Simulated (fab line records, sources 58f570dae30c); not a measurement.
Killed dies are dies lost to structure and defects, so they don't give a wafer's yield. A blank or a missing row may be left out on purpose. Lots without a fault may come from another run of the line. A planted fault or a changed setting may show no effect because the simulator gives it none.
A struck lot beside a sound one | flow berkeley_cmos170 | 23 steps out of a route of 331
Sound: wafers L644.1, L644.3, L644.5. Struck: wafers L652.1, L652.3, L652.4. The cause comes at the end.
At each step with rows: each side's tool, then ch and its chambers, then its first start. Under that, the readings that differ: sound wafers | struck wafers | difference of the means | sigmas: that difference in standard deviations of wafers without a fault.
alike: readings whose means differ by less than 2 such deviations, and words and numbers that are the same on both sides. not compared: withheld readings, readings that some wafer has no value for, bounds like >300 that may hide the same value, and numbers for which the record gives no deviation and whose values overlap.
The two part at a step that has a row with sigmas, a row that says differs or no value, or rows on one side only. Numbers that don't overlap but have no deviation are shown without sigmas and don't part them. A reading that every wafer of one side lacks parts them only if that side has two wafers or more.

first, 6 steps without rows for these wafers: UCB170_ZERO_HMDS_00 (prime time 60 s); UCB170_ZERO_COAT_01 (resist thk 900 nm); UCB170_ZERO_SOFTBAKE_02 (time 60 s); UCB170_ZERO_EXPOSE_03 (exposes mask PM MARKS, target cd 4000 nm); UCB170_ZERO_PEB_04; UCB170_ZERO_DEVELOP_05 (develop time 45 s).
UCB170_ZERO_ETCH_06: etches SiO2 in CHF3/CF4/Ar, time 12 s.
  sound on rie_diel-01 ch 0,2,3, day 2 04:25; struck on rie_diel-03 ch 0,1,2, day 3 15:59
  alike: drypump_motor_current_A, oes_product_au, throttle_valve_pct
  not compared: rf_hours_counter_h
UCB170_ZERO_STRIP_07: strips in O2.
  sound on plasma_asher-04 ch 1, day 2 04:26; struck on plasma_asher-04 ch 0,1, day 3 16:01
  alike: drypump_motor_current_A, oes_product_au, strip_time_to_endpoint_s
  not compared: rf_hours_counter_h
then, 2 steps without rows for these wafers: UCB170_NWELL_WET_ETCH_00 (etches SiO2 in dHF, time 200 s); UCB170_NWELL_OXIDATION_01 (target thk 26.4 nm, ox time 1260 s).
UCB170_NWELL_THK_MEAS_02:
  sound on film_metro-04, day 2 10:38; struck on film_metro-01, day 4 01:31
  alike: NWELL_OXIDE_THK
then, 1 step without rows for these wafers: UCB170_NWELL_ANNEAL_03 (time 900 s).
UCB170_NWELL_CVD_04: deposits Si3N4 from SiH2Cl2/NH3, target thk 224 nm, time 3360 s.
  sound on lpcvd-02 ch 1, day 2 17:14; struck on lpcvd-02 ch 1, day 4 07:54
  no value came back on the struck wafers for nh3_flow_sccm (sccm), pressure_mtorr (mTorr), susceptor_temp_C (C); on the sound wafers nh3_flow_sccm (sccm) reads 75.40 75.02 75.32
then, 6 steps without rows for these wafers: UCB170_NWELL_HMDS_06 (prime time 60 s); UCB170_NWELL_COAT_07 (resist thk 900 nm); UCB170_NWELL_SOFTBAKE_08 (time 60 s); UCB170_NWELL_EXPOSE_09 (exposes mask NWELL, target cd 3000 nm); UCB170_NWELL_PEB_10; UCB170_NWELL_DEVELOP_11 (develop time 45 s).
UCB170_NWELL_OVL_MEAS_12:
  sound on overlay-02, day 2 20:29; struck on overlay-01, day 4 11:47
  alike: NWELL_OVL
UCB170_NWELL_ETCH_13: etches Si3N4 in CH3F/Ar/O2, stops on SiO2, target depth 246.4 nm, time 154 s.
  sound on rie_diel-04 ch 1,2,3, day 2 20:31; struck on rie_diel-01 ch 0,2,3, day 4 11:49
  reading                  | sound             | struck      | difference | sigmas
  model.etch.depth_nm (nm) | 224.9 225.9 224.7 | 224 224 224 | -1         |
  alike: drypump_motor_current_A, oes_product_au, throttle_valve_pct
  not compared: rf_hours_counter_h
then, 1 step without rows for these wafers: UCB170_NWELL_IMPLANT_14.
-- the record jumps here: 7 days lie between the struck wafers' starts before and after (it left off in module NWELL and takes up again in module M3, whose first step shown is number 331 of the route) --
UCB170_M3_PROBE_99:
  the record has rows for the struck wafers here (prober-02, day 11 02:36) and none for the sound ones

WHERE THEY PART
First at UCB170_NWELL_CVD_04; last, within this record, at UCB170_M3_PROBE_99.

WHY: what the simulator had put in
Skipped step whole: lpcvd-02, from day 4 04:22 on, at UCB170_NWELL_CVD_04. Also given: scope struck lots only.
